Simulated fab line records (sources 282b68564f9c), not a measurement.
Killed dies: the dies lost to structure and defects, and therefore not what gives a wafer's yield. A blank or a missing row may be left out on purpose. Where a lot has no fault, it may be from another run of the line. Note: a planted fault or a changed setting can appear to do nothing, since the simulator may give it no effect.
Which tool was responsible? | flow rit cmos | 15 lots with 45 wafers sampled at 2 steps, on a route of 202 steps

## WHAT EACH GAUGE READ, for each wafer
No reading from a measuring or inspecting step in the record can be judged against a usual standard deviation.

## TOOL THAT RAN EACH LOT (tool first, then ch and the chambers of the sampled wafers, then the start)
lot  | RIT_PSD_STRIP_09                    | RIT_M1_PROBE_99
L953 | plasma asher-01 ch 0,1, day 3 04:23 | -
L954 | plasma asher-03 ch 0,1, day 3 11:13 | -
L955 | plasma asher-01 ch 0,1, day 3 17:52 | prober-02, day 4 01:47
L956 | plasma asher-03 ch 0,1, day 3 20:47 | prober-01, day 4 05:00
L957 | plasma asher-03 ch 0,1, day 4 01:40 | prober-01, day 4 09:59
L958 | plasma asher-03 ch 0,1, day 4 08:34 | -
L959 | plasma asher-01 ch 0,1, day 4 10:26 | -
L966 | plasma asher-01 ch 0,1, day 6 00:19 | prober-02, day 6 08:43
L967 | plasma asher-01 ch 0,1, day 6 04:20 | prober-02, day 6 12:46
L970 | plasma asher-02 ch 0,1, day 6 18:01 | -
L972 | plasma asher-01 ch 0,1, day 7 03:31 | -
L973 | plasma asher-02 ch 0,1, day 7 10:02 | prober-01, day 7 18:10
L974 | plasma asher-03 ch 0,1, day 7 11:58 | -
L975 | plasma asher-01 ch 0,1, day 7 16:55 | -
L976 | plasma asher-03 ch 0,1, day 7 23:08 | -
- RIT_PSD_STRIP_09: strips in O2, time 180 s.
- RIT_M1_PROBE_99

## AS READ BY THE TOOLS THEMSELVES (means over the sampled wafers that have a number; for cases with no such wafer, the mark the record gives instead)
RIT_PSD_STRIP_09. Usual: chamber pressure mTorr 4000 mTorr, standard deviation 3.5; drypump motor current A 5.4 A, standard deviation 0.5.
lot  | tool            | chamber pressure mTorr (mTorr) | drypump motor current A (A) | flag
L953 | plasma asher-01 | 4002                           | 5.5                         |
L954 | plasma asher-03 | 4001                           | 5.6                         |
L955 | plasma asher-01 | -                              | -                           | OFF
L956 | plasma asher-03 | -                              | -                           | OFF
L957 | plasma asher-03 | -                              | -                           | OFF
L958 | plasma asher-03 | 4001                           | 5.6                         |
L959 | plasma asher-01 | 3997                           | 5.1                         |
L966 | plasma asher-01 | 4002                           | 5.5                         |
L967 | plasma asher-01 | 4000                           | 5.1                         |
L970 | plasma asher-02 | 4002                           | 5.3                         |
L972 | plasma asher-01 | 3997                           | 5.1                         |
L973 | plasma asher-02 | 3996                           | 5.7                         |
L974 | plasma asher-03 | 3999                           | 5.6                         |
L975 | plasma asher-01 | 4000                           | 5.5                         |
L976 | plasma asher-03 | 4001                           | 5.6                         |

RIT_M1_PROBE_99. Usual: for killed_at_M0_to_M3, 0.0 with a standard deviation of 0.12; for killed at contacts, 0.1 with a standard deviation of 0.34; for killed at front end, 7.0 with a standard deviation of 2.9; for killed dies, 7.2 with a standard deviation of 2.9; for killed on rim, 2.1 with a standard deviation of 1.4; for killed open, 3.6 with a standard deviation of 1.9; for killed short, 3.5 with a standard deviation of 2.1.
lot  | tool      | killed_at_M0_to_M3 | killed at contacts | killed at front end | killed dies | killed on rim | killed open | killed short | flag
L955 | prober-02 | 0.0                | 0.0                | 264.0               | 264.0       | 70.0          | 4.7         | 2.3          | OFF
L956 | prober-01 | 0.0                | 0.0                | 264.0               | 264.0       | 70.0          | 4.7         | 5.3          | OFF
L957 | prober-01 | 0.0                | 0.0                | 264.0               | 264.0       | 70.0          | 3.3         | 4.3          | OFF
L966 | prober-02 | 0.0                | 0.0                | 5.7                 | 5.7         | 1.3           | 4.7         | 1.0          |
L967 | prober-02 | 0.0                | 0.3                | 4.0                 | 4.3         | 0.7           | 1.0         | 3.3          |
L973 | prober-01 | 0.0                | 0.3                | 5.3                 | 5.7         | 2.3           | 3.7         | 2.0          |

## THE ANSWER, worked out from the rows above alone
Rule: lot off if the mean of its wafers having a number is beyond 3 standard deviations from the usual mean. Also off: a lot with no number at a reading for which 4 or more lots have one. Where the step has rows for the other lots, those lots are counted as sound. First the gauges in route order, then the tools' own readings, where a lot's mean is used as printed above. The first step at which some lot is off is used, and at that step the reading that is off furthest; a lot without a number counts as furthest.
Off: L955, L956, L957, at RIT_PSD_STRIP_09 (chamber pressure mTorr). Without a number there: L955, L956, L957.
If a tool, at that step or one of the process steps before it, ran each lot that is off and ran no sound lot following the first of them, it fits. No candidate that was tried fits.

## WHAT HAD BEEN PUT IN BY THE SIMULATOR
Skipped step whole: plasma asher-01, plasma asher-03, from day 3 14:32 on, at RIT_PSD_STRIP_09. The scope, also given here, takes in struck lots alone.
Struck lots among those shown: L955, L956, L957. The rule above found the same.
